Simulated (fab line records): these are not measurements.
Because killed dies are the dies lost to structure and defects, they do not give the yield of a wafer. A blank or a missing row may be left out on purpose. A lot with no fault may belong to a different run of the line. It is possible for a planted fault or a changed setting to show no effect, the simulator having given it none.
fab line records	flow berkeleyCmos170	part 1 of 2: steps 1 to 27 of 37
record: lots: 5	wafers: 15	lastDay: 12
route steps=331 shown M2@274 V2@292 M3@309
lots untouched by any fault: they come from a run of this same line in which no faults occurred
startH: hours from the record's first day to the start of the lot's first wafer shown	waitH: hours elapsed since this lot's preceding step	" the same as in the row above	L1.1+2: several wafers, shown together as one row	- either no value or no given start	* or withheld: withheld	< > ~ a bound
route shown NAME@n: NAME is a module with steps in the file, n the number in the route of the first one	usual: mean/standard deviation of fault-free wafers	same: alike in all rows	chamber/n: place in a boat	sites: each site's reading	_std_site: the values' standard deviation	_edge_site: inner sites' mean taken away from outer sites' mean	radiusMm: how far each site lies from the wafer's centre	mask NAME#n: copy n	behind: the most recent tool/chamber to have shaped the wafer	hold: cause of the lot's hold/its duration in hours/its outcome	device: transistor that didn't switch, given as n, p or np	end of line: at the end of the route, the tests of the same wafers	a step given without rows: its recipe and nothing more	killed: dies lost to structure and defects at the first sort, not the wafer's yield	map: shows each die of a wafer: x if killed, . if not, _ if none is there
set.NAME: the run value of the setting; set.NAME@STEP: its run value at that earlier step	model.NAME: the simulator's own value behind a step, which no gauge read
certain route steps with their lots: each step a table, each wafer a row
services: the hour from which a tool's chamber was out of use, counted from the record's first day as startH (under 0 if before that day), plus the number of hours and why
== steps ==
step: UCB170_M2_THK_MEAS_03
recipe: thkMeasGauge: xrf	reads: Al_of_M2_SPUTTER_01
usual: M2_AL_THK: 912/9.6
lot.wafer	tool	chamber	startH	waitH	M2_AL_THK[nm]
L079.4	filmMetro-03	-	204.68	0.1	906
L079.5	"	-	"	"	905
L079.6	"	-	"	"	899
L086.1	filmMetro-01	-	252.48	0.1	909
L086.3	"	-	"	"	921
L086.5	"	-	"	"	908
L090.1	filmMetro-01	-	257.56	0.1	911
L090.3	"	-	"	"	899
L090.6	"	-	"	"	903
L093.1	filmMetro-03	-	287.10	0.1	890
L093.2	"	-	"	"	902
L093.5	"	-	"	"	898
L092.1	filmMetro-01	-	287.34	0.1	912
L092.5	"	-	"	"	905
L092.6	"	-	"	"	912
step: UCB170_M2_HMDS_04
recipe: primeTimeS: 60	primeTempC: 100
lot.wafer	tool	chamber	startH	waitH
L079.4+5+6	lithoTrack-02	0	204.78	0.1
L086.1+3+5	lithoTrack-02	0	252.86	0.4
L090.1+3+6	lithoTrack-01	0	257.98	0.4
L093.1+2+5	lithoTrack-03	0	287.51	0.4
L092.1+5+6	lithoTrack-02	0	287.77	0.4
step: UCB170_M2_COAT_05
recipe: resist: KrF	spinRpm: 1500	resistThkNm: 900
lot.wafer	tool	chamber	startH	waitH
L079.4+5+6	lithoTrack-02	0	204.93	0.1
L086.1+3+5	lithoTrack-02	0	253.01	0.1
L090.1+3+6	lithoTrack-01	0	258.13	0.1
L093.1+2+5	lithoTrack-03	0	287.66	0.1
L092.1+5+6	lithoTrack-02	0	287.92	0.1
step: UCB170_M2_SOFTBAKE_06
recipe: resist: KrF	tempC: 130	timeS: 60
usual: plateTempC: 130.02/0.13
lot.wafer	tool	chamber	startH	waitH	plateTempC
L079.4	lithoTrack-02	0	205.08	0.1	130.07
L079.5	"	0	"	"	130.27
L079.6	"	0	"	"	130.27
L086.1	lithoTrack-02	0	253.16	0.1	130.23
L086.3	"	0	"	"	130.04
L086.5	"	0	"	"	130.22
L090.1	lithoTrack-01	0	258.28	0.1	129.80
L090.3	"	0	"	"	129.81
L090.6	"	0	"	"	129.74
L093.1	lithoTrack-03	0	287.81	0.1	130.04
L093.2	"	0	"	"	130.01
L093.5	"	0	"	"	130.10
L092.1	lithoTrack-02	0	288.07	0.1	130.15
L092.5	"	0	"	"	129.95
L092.6	"	0	"	"	130.12
step: UCB170_M2_STRIP_07
recipe: chemistry: O2	powerW: 400	pressureMtorr: 3500	platenTempC: withheld	o2FlowSccm: 400	overashFraction: 0.5
usual: drypumpMotorCurrentA: 5.47/0.27	oesProductAu: 0.735/0.005	stripTimeToEndpointS: 21.92/0.065
lot.wafer	tool	chamber	startH	waitH	drypumpMotorCurrentA	oesProductAu	rfHoursCounterH	stripTimeToEndpointS
L079.4	plasmaAsher-01	1	205.19	0.1	5.61	0.737	-	21.83
L079.5	"	0	"	"	5.15	0.739	-	21.90
L079.6	"	1	"	"	5.62	0.733	-	21.92
L086.1	plasmaAsher-01	0	253.31	0.1	5.18	0.733	54	21.92
L086.3	"	1	"	"	5.60	0.732	-	22.01
L086.5	"	1	"	"	5.59	0.734	-	21.94
L090.1	plasmaAsher-03	1	258.43	0.1	5.82	0.729	16	21.92
L090.3	"	1	"	"	5.81	0.734	-	21.99
L090.6	"	1	"	"	5.79	0.729	-	22.00
L093.1	plasmaAsher-01	1	287.96	0.1	5.59	0.741	58	21.95
L093.2	"	0	"	"	5.17	0.739	58	21.95
L093.5	"	1	"	"	5.58	0.724	-	21.95
L092.1	plasmaAsher-04	0	288.22	0.1	5.37	0.741	58	21.94
L092.5	"	1	"	"	5.01	0.736	-	21.98
L092.6	"	0	"	"	5.39	0.733	-	21.97
step: UCB170_M2_STRIP_08
recipe: chemistry: DMSO	tempC: 80	timeS: 600	material: KrF
usual: bathGuardTempC: 80.0/0.68
lot.wafer	tool	chamber	startH	waitH	bathGuardTempC
L079.4	wetBench-04	3	205.47	0.3	80.2
L079.5	"	3	"	"	79.9
L079.6	"	3	"	"	79.8
L086.1	wetBench-02	0	253.41	0.1	79.7
L086.3	"	0	"	"	80.0
L086.5	"	0	"	"	79.7
L090.1	wetBench-02	2	262.49	4.0	79.6
L090.3	"	2	"	"	79.5
L090.6	"	2	"	"	79.2
L093.1	wetBench-04	3	288.06	0.1	79.9
L093.2	"	3	"	"	80.1
L093.5	"	3	"	"	80.3
L092.1	wetBench-04	1	288.32	0.1	79.1
L092.5	"	1	"	"	79.0
L092.6	"	1	"	"	79.2
step: UCB170_M2_COAT_09
recipe: resist: BARC	tempC: withheld	timeS: withheld	spinRpm: 3000	resistThkNm: withheld
lot.wafer	tool	chamber	startH	waitH
L079.4+5+6	lithoTrack-01	0	205.78	0.1
L086.1+3+5	lithoTrack-03	0	253.59	0.0
L090.1+3+6	lithoTrack-02	0	262.68	0.0
L093.1+2+5	lithoTrack-01	0	289.25	1.0
L092.1+5+6	lithoTrack-02	0	289.39	0.9
step: UCB170_M2_COAT_10
recipe: resist: KrF	spinRpm: 1500	resistThkNm: 900
lot.wafer	tool	chamber	startH	waitH
L079.4+5+6	lithoTrack-01	0	-	-
L086.1+3+5	lithoTrack-03	0	-	-
L090.1+3+6	lithoTrack-02	0	-	-
L093.1+2+5	lithoTrack-01	0	-	-
L092.1+5+6	lithoTrack-02	0	-	-
step: UCB170_M2_SOFTBAKE_11
recipe: resist: KrF	tempC: 130	timeS: 60
usual: plateTempC: 129.99/0.14
lot.wafer	tool	chamber	startH	waitH	plateTempC
L079.4	lithoTrack-01	0	-	-	129.82
L079.5	"	0	"	"	129.79
L079.6	"	0	"	"	129.88
L086.1	lithoTrack-03	0	-	-	129.94
L086.3	"	0	"	"	130.05
L086.5	"	0	"	"	130.16
L090.1	lithoTrack-02	0	-	-	130.06
L090.3	"	0	"	"	129.84
L090.6	"	0	"	"	129.93
L093.1	lithoTrack-01	0	-	-	130.18
L093.2	"	0	"	"	130.23
L093.5	"	0	"	"	130.12
L092.1	lithoTrack-02	0	-	-	130.18
L092.5	"	0	"	"	130.04
L092.6	"	0	"	"	129.87
step: UCB170_M2_EXPOSE_12
recipe: maskId: METAL2	targetCdNm: 700	na: 0.5	sigmaOuter: 0.6	sourceShape: conventional	doseMj: 26
usual: focusOffsetNm: 0.0/0.53
lot.wafer	tool	chamber	startH	waitH	mask	focusOffsetNm
L079.4	krfScanner-01	0	206.22	-	METAL2#0	0.6
L079.5	"	0	"	"	METAL2#0	0.3
L079.6	"	0	"	"	METAL2#0	0.2
L086.1	krfScanner-01	0	254.04	-	METAL2#0	-0.6
L086.3	"	0	"	"	METAL2#0	-0.3
L086.5	"	0	"	"	METAL2#0	-0.2
L090.1	krfScanner-02	0	-	-	METAL2#0	0.1
L090.3	"	0	"	"	METAL2#0	0.6
L090.6	"	0	"	"	METAL2#0	1.1
L093.1	krfScanner-02	0	289.82	-	METAL2#0	0.4
L093.2	"	0	"	"	METAL2#0	-0.5
L093.5	"	0	"	"	METAL2#0	-0.2
L092.1	krfScanner-01	0	290.07	-	METAL2#0	-0.4
L092.5	"	0	"	"	METAL2#0	-1.0
L092.6	"	0	"	"	METAL2#0	-0.6
step: UCB170_M2_PEB_13
recipe: pebTempC: 130	pebTimeS: withheld	resist: KrF
usual: plateTempC: 129.98/0.14
lot.wafer	tool	chamber	startH	waitH	plateTempC
L079.4	lithoTrack-03	0	206.61	0.4	130.21
L079.5	"	0	"	"	130.14
L079.6	"	0	"	"	130.05
L086.1	lithoTrack-03	0	254.15	0.1	130.00
L086.3	"	0	"	"	130.18
L086.5	"	0	"	"	129.94
L090.1	lithoTrack-01	0	-	-	130.01
L090.3	"	0	"	"	130.12
L090.6	"	0	"	"	129.89
L093.1	lithoTrack-02	0	290.12	0.3	129.81
L093.2	"	0	"	"	129.92
L093.5	"	0	"	"	129.95
L092.1	lithoTrack-02	0	290.39	0.3	130.18
L092.5	"	0	"	"	129.96
L092.6	"	0	"	"	130.03
step: UCB170_M2_DEVELOP_14
recipe: developer: TMAH	developTimeS: 45	resist: KrF	devTempC: 21
usual: developerTempC: 21.00/0.11
lot.wafer	tool	chamber	startH	waitH	developerTempC
L079.4	lithoTrack-03	0	-	-	20.90
L079.5	"	0	"	"	20.92
L079.6	"	0	"	"	20.83
L086.1	lithoTrack-03	0	-	-	21.02
L086.3	"	0	"	"	20.98
L086.5	"	0	"	"	21.02
L090.1	lithoTrack-01	0	-	-	20.99
L090.3	"	0	"	"	20.97
L090.6	"	0	"	"	21.07
L093.1	lithoTrack-02	0	-	-	21.02
L093.2	"	0	"	"	20.89
L093.5	"	0	"	"	21.02
L092.1	lithoTrack-02	0	-	-	21.04
L092.5	"	0	"	"	21.11
L092.6	"	0	"	"	20.99
step: UCB170_M2_CD_MEAS_15
recipe: targetCdNm: 700
usual: cdNm: 699.8/1.3
lot.wafer	tool	chamber	startH	waitH	cdNm
L079.4	cdSem-02	-	206.87	-	702.7
L079.5	"	-	"	"	702.2
L079.6	"	-	"	"	701.8
L086.1	cdSem-02	-	254.43	-	700.0
L086.3	"	-	"	"	699.3
L086.5	"	-	"	"	698.2
L090.1	cdSem-01	-	264.76	-	700.0
L090.3	"	-	"	"	699.2
L090.6	"	-	"	"	700.1
L093.1	cdSem-01	-	291.00	-	699.3
L093.2	"	-	"	"	698.1
L093.5	"	-	"	"	698.4
L092.1	cdSem-01	-	291.36	-	701.6
L092.5	"	-	"	"	701.3
L092.6	"	-	"	"	702.0
step: UCB170_M2_OVL_MEAS_16
usual: M2_OVL: 2/5
lot.wafer	tool	chamber	startH	waitH	M2_OVL[nm]
L079.4	overlay-01	-	206.95	0.1	4
L079.5	"	-	"	"	0
L079.6	"	-	"	"	5
L086.1	overlay-01	-	254.55	0.1	-6
L086.3	"	-	"	"	0
L086.5	"	-	"	"	0
L090.1	overlay-01	-	264.88	0.1	2
L090.3	"	-	"	"	-1
L090.6	"	-	"	"	-7
L093.1	overlay-01	-	291.12	0.1	6
L093.2	"	-	"	"	3
L093.5	"	-	"	"	9
L092.1	overlay-01	-	291.48	0.1	1
L092.5	"	-	"	"	4
L092.6	"	-	"	"	2
step: UCB170_M2_ETCH_17
recipe: chemistry: N2/H2	targetDepthA: withheld	overetchA: withheld	target: BARC	timeS: withheld	sourceW: 500	biasW: 100	pressureMtorr: 30	n2FlowSccm: 100	h2FlowSccm: 200
usual: drypumpMotorCurrentA: 5.5/0.59	oesProductAu: 0.995/0.021	throttleValvePct: 13.31/0.17
lot.wafer	tool	chamber	startH	waitH	drypumpMotorCurrentA	oesProductAu	throttleValvePct
L079.4	rieDiel-01	0	206.97	0.0	5.6	0.960	13.09
L079.5	"	2	"	"	6.1	1.006	13.41
L079.6	"	1	"	"	4.6	1.014	13.45
L086.1	rieDiel-01	0	254.58	0.0	5.6	0.963	13.09
L086.3	"	1	"	"	4.6	1.009	13.44
L086.5	"	1	"	"	4.6	1.017	13.44
L090.1	rieDiel-01	3	264.91	0.0	4.9	1.011	13.03
L090.3	"	2	"	"	6.1	1.008	13.40
L090.6	"	0	"	"	5.6	0.968	13.08
L093.1	rieDiel-03	2	291.15	0.0	6.4	1.012	13.24
L093.2	"	0	"	"	6.0	0.974	13.00
L093.5	"	2	"	"	6.4	1.010	13.22
L092.1	rieDiel-02	1	291.51	0.0	5.0	1.004	13.56
L092.5	"	1	"	"	5.0	0.994	13.54
L092.6	"	0	"	"	5.8	0.993	13.32
step: UCB170_M2_METAL_ETCH_18
recipe: chemistry: Cl2/BCl3	target: Al	stopOn: SiO2	pressureMtorr: 12	targetDepthA: 11700	overEtchFrac: 0.3	timeS: 195	icpW: 582	biasW: 120	Cl2_flow_sccm: 90	bcl3FlowSccm: 45
usual: drypumpMotorCurrentA: 5.8/0.42	heBacksideLeakSccm: 3.6/0.41	oesProductAu: 0.852/0.0095	throttleValvePct: 24.46/0.16
lot.wafer	tool	chamber	startH	waitH	drypumpMotorCurrentA	heBacksideLeakSccm	oesProductAu	rfHoursCounterH	throttleValvePct
L079.4	rieMetal-02	0	207.07	-	5.6	3.4	0.856	-	24.21
L079.5	"	1	"	"	5.5	3.5	0.861	-	24.47
L079.6	"	0	"	"	5.6	3.3	0.854	-	24.20
L086.1	rieMetal-04	1	254.63	-	6.6	3.5	0.863	1	24.57
L086.3	"	0	"	"	6.4	3.5	0.850	-	24.53
L086.5	"	0	"	"	6.4	3.6	0.845	-	24.53
L090.1	rieMetal-04	0	264.95	-	6.4	6.2	0.844	5	24.51
L090.3	"	1	"	"	6.6	3.4	0.851	-	24.58
L090.6	"	1	"	"	6.6	3.6	0.846	-	24.60
L093.1	rieMetal-03	1	291.19	-	5.6	3.3	0.834	5	24.68
L093.2	"	0	"	"	5.5	3.4	0.855	11	24.33
L093.5	"	1	"	"	5.6	3.2	0.846	-	24.71
L092.1	rieMetal-02	1	291.55	-	5.5	3.4	0.860	10	24.45
L092.5	"	0	"	"	5.6	3.3	0.846	-	24.23
L092.6	"	1	"	"	5.5	3.5	0.861	-	24.47
step: UCB170_M2_STRIP_19
recipe: chemistry: O2	powerW: 400	pressureMtorr: 3500	platenTempC: withheld	o2FlowSccm: 400	overashFraction: 0.5
usual: drypumpMotorCurrentA: 5.35/0.27	oesProductAu: 0.559/0.012
lot.wafer	tool	chamber	startH	waitH	drypumpMotorCurrentA	oesProductAu	rfHoursCounterH
L079.4	plasmaAsher-04	1	207.23	0.1	5.01	0.542	-
L079.5	"	1	"	"	4.99	0.561	-
L079.6	"	0	"	"	5.41	0.539	-
L086.1	plasmaAsher-04	0	254.81	0.1	5.37	0.565	55
L086.3	"	1	"	"	4.99	0.562	-
L086.5	"	1	"	"	4.99	0.557	-
L090.1	plasmaAsher-03	1	265.14	0.1	5.82	0.575	17
L090.3	"	1	"	"	5.83	0.567	-
L090.6	"	1	"	"	5.82	0.565	-
L093.1	plasmaAsher-03	1	291.38	0.1	5.79	0.551	20
L093.2	"	0	"	"	5.63	0.567	20
L093.5	"	0	"	"	5.63	0.564	-
L092.1	plasmaAsher-04	1	291.74	0.1	5.01	0.562	59
L092.5	"	0	"	"	5.38	0.553	-
L092.6	"	1	"	"	4.99	0.558	-
step: UCB170_M2_CD_MEAS_90
recipe: targetCdNm: 700
usual: cdNm: 701.5/2.6
lot.wafer	tool	chamber	startH	waitH	cdNm
L079.4	cdSem-02	-	207.47	0.2	708.8
L079.5	"	-	"	"	706.8
L079.6	"	-	"	"	710.0
L086.1	cdSem-01	-	254.91	0.1	701.6
L086.3	"	-	"	"	701.2
L086.5	"	-	"	"	699.2
L090.1	cdSem-01	-	265.45	0.3	702.0
L090.3	"	-	"	"	701.1
L090.6	"	-	"	"	703.5
L093.1	cdSem-01	-	291.96	0.5	701.1
L093.2	"	-	"	"	698.9
L093.5	"	-	"	"	700.0
L092.1	cdSem-01	-	292.56	0.8	704.8
L092.5	"	-	"	"	707.7
L092.6	"	-	"	"	702.5
step: UCB170_V2_CVD_00
recipe: material: SiO2	targetThkNm: 2000	tempC: 390	precursor: TEOS/O2	timeS: 250	rfW: 550	pressureMtorr: 9000
usual: heaterPowerW: 279/55
lot.wafer	tool	chamber	startH	waitH	heaterPowerW
L079.4	pecvd-04	2	207.61	0.1	266
L079.5	"	0	"	"	280
L079.6	"	1	"	"	358
L086.1	pecvd-04	1	255.03	0.1	353
L086.3	"	0	"	"	382
L086.5	"	1	"	"	269
L090.1	pecvd-03	2	265.57	0.1	260
L090.3	"	0	"	"	254
L090.6	"	0	"	"	193
L093.1	pecvd-02	1	292.08	0.1	351
L093.2	"	0	"	"	235
L093.5	"	1	"	"	274
L092.1	pecvd-04	2	292.68	0.1	274
L092.5	"	2	"	"	185
L092.6	"	1	"	"	269
step: UCB170_V2_THK_MEAS_01
recipe: reads: SiO2_of_V2_CVD_00
usual: V2_TEOS_THK: 2000/23
lot.wafer	tool	chamber	startH	waitH	V2_TEOS_THK[nm]
L079.4	filmMetro-02	-	207.72	0.0	2012
L079.5	"	-	"	"	2014
L079.6	"	-	"	"	2010
L086.1	filmMetro-01	-	255.19	0.1	1941
L086.3	"	-	"	"	1981
L086.5	"	-	"	"	1991
L090.1	filmMetro-04	-	265.72	0.1	1979
L090.3	"	-	"	"	1982
L090.6	"	-	"	"	2001
L093.1	filmMetro-01	-	292.23	0.1	1967
L093.2	"	-	"	"	2000
L093.5	"	-	"	"	2013
L092.1	filmMetro-01	-	292.83	0.1	2005
L092.5	"	-	"	"	2051
L092.6	"	-	"	"	2028
step: UCB170_V2_CMP_02
recipe: material: SiO2	downForcePsi: 6	platenRpm: 60	padVelocityMS: 0.75398
usual: motorCurrentA: 16.5/1.1	platenRpm: 60.00/0.036	slurryFilterDpKPa: 13.49/0.13
lot.wafer	tool	chamber	startH	waitH	motorCurrentA	platenRpm	slurryFilterDpKPa
L079.4	cmp-01	3	207.85	0.1	16.4	60.06	13.63
L079.5	"	1	"	"	14.9	59.97	13.48
L079.6	"	2	"	"	16.6	59.98	13.62
L086.3	cmp-02	3	255.35	0.1	16.5	59.99	13.38
L086.1	"	0	"	"	15.5	60.00	13.64
L086.5	"	2	"	"	19.2	60.00	13.61
L090.3	cmp-02	3	265.83	0.1	16.5	59.98	13.36
L090.1	"	1	"	"	15.2	60.03	13.40
L090.6	"	2	"	"	18.7	60.08	13.57
L093.2	cmp-01	1	292.39	0.1	16.2	59.98	13.55
L093.1	"	2	"	"	16.8	60.00	13.53
L093.5	"	3	"	"	16.8	60.02	13.24
L092.1	cmp-01	0	292.94	0.1	15.3	59.97	13.36
L092.5	"	3	"	"	17.2	59.96	13.33
L092.6	"	0	"	"	16.5	59.95	13.77
step: UCB170_V2_BOW_MEAS_03
recipe: mode: bow
usual: V2_BOW: 36/6.8
lot.wafer	tool	chamber	startH	waitH	V2_BOW[um]
L079.4	filmMetro-02	-	208.11	0.2	21
L079.5	"	-	"	"	36
L079.6	"	-	"	"	40
L086.1	filmMetro-04	-	255.55	0.1	38
L086.3	"	-	"	"	41
L086.5	"	-	"	"	36
L090.1	filmMetro-01	-	266.08	0.1	41
L090.3	"	-	"	"	38
L090.6	"	-	"	"	50
L093.1	filmMetro-04	-	292.59	0.1	26
L093.2	"	-	"	"	21
L093.5	"	-	"	"	34
L092.1	filmMetro-04	-	293.19	0.2	40
L092.5	"	-	"	"	42
L092.6	"	-	"	"	36
step: UCB170_V2_THK_MEAS_04
recipe: reads: SiO2_of_V2_CVD_00
usual: V2_POLISHED_THK: 999.6/1
lot.wafer	tool	chamber	startH	waitH	V2_POLISHED_THK[nm]
L079.4	filmMetro-02	-	208.20	0.1	1000.1
L079.5	"	-	"	"	1000.1
L079.6	"	-	"	"	1002.0
L086.1	filmMetro-04	-	255.67	0.1	999.1
L086.3	"	-	"	"	999.4
L086.5	"	-	"	"	999.0
L090.1	filmMetro-01	-	266.20	0.1	999.6
L090.3	"	-	"	"	999.0
L090.6	"	-	"	"	999.4
L093.1	filmMetro-04	-	292.71	0.1	999.5
L093.2	"	-	"	"	998.6
L093.5	"	-	"	"	1000.7
L092.1	filmMetro-04	-	293.31	0.1	1000.6
L092.5	"	-	"	"	999.2
L092.6	"	-	"	"	1000.2
step: UCB170_V2_CLEAN_05
recipe: chemistry: DIW
lot.wafer	tool	chamber	startH	waitH
L079.4+5+6	wetBench-04	3	208.23	0.0
L086.1+3+5	wetBench-02	1	255.73	0.1
L090.1+3+6	wetBench-04	3	266.48	0.3
L093.1+2+5	wetBench-02	1	292.77	0.1
L092.1+5+6	wetBench-04	0	293.37	0.1
step: UCB170_V2_HMDS_06
recipe: primeTimeS: 60	primeTempC: 100
lot.wafer	tool	chamber	startH	waitH
L079.4+5+6	lithoTrack-01	0	208.90	0.5
L086.1+3+5	lithoTrack-03	0	256.41	0.5
L090.1+3+6	lithoTrack-01	0	266.93	0.2
L093.1+2+5	lithoTrack-03	0	292.95	0.0
L092.1+5+6	lithoTrack-01	0	293.55	0.0
step: UCB170_V2_COAT_07
recipe: resist: KrF	spinRpm: 1500	resistThkNm: 900
lot.wafer	tool	chamber	startH	waitH
L079.4+5+6	lithoTrack-01	0	209.05	0.1
L086.1+3+5	lithoTrack-03	0	256.56	0.1
L090.1+3+6	lithoTrack-01	0	267.08	0.1
L093.1+2+5	lithoTrack-03	0	293.10	0.1
L092.1+5+6	lithoTrack-01	0	293.70	0.1
step: UCB170_V2_SOFTBAKE_08
recipe: resist: KrF	tempC: 130	timeS: 60
usual: plateTempC: 130.01/0.14
lot.wafer	tool	chamber	startH	waitH	plateTempC
L079.4	lithoTrack-01	0	209.20	0.1	129.99
L079.5	"	0	"	"	129.77
L079.6	"	0	"	"	129.91
L086.1	lithoTrack-03	0	256.71	0.1	129.98
L086.3	"	0	"	"	130.12
L086.5	"	0	"	"	130.12
L090.1	lithoTrack-01	0	267.23	0.1	130.10
L090.3	"	0	"	"	129.98
L090.6	"	0	"	"	130.06
L093.1	lithoTrack-03	0	293.25	0.1	130.06
L093.2	"	0	"	"	130.11
L093.5	"	0	"	"	129.97
L092.1	lithoTrack-01	0	293.85	0.1	129.72
L092.5	"	0	"	"	129.72
L092.6	"	0	"	"	130.05
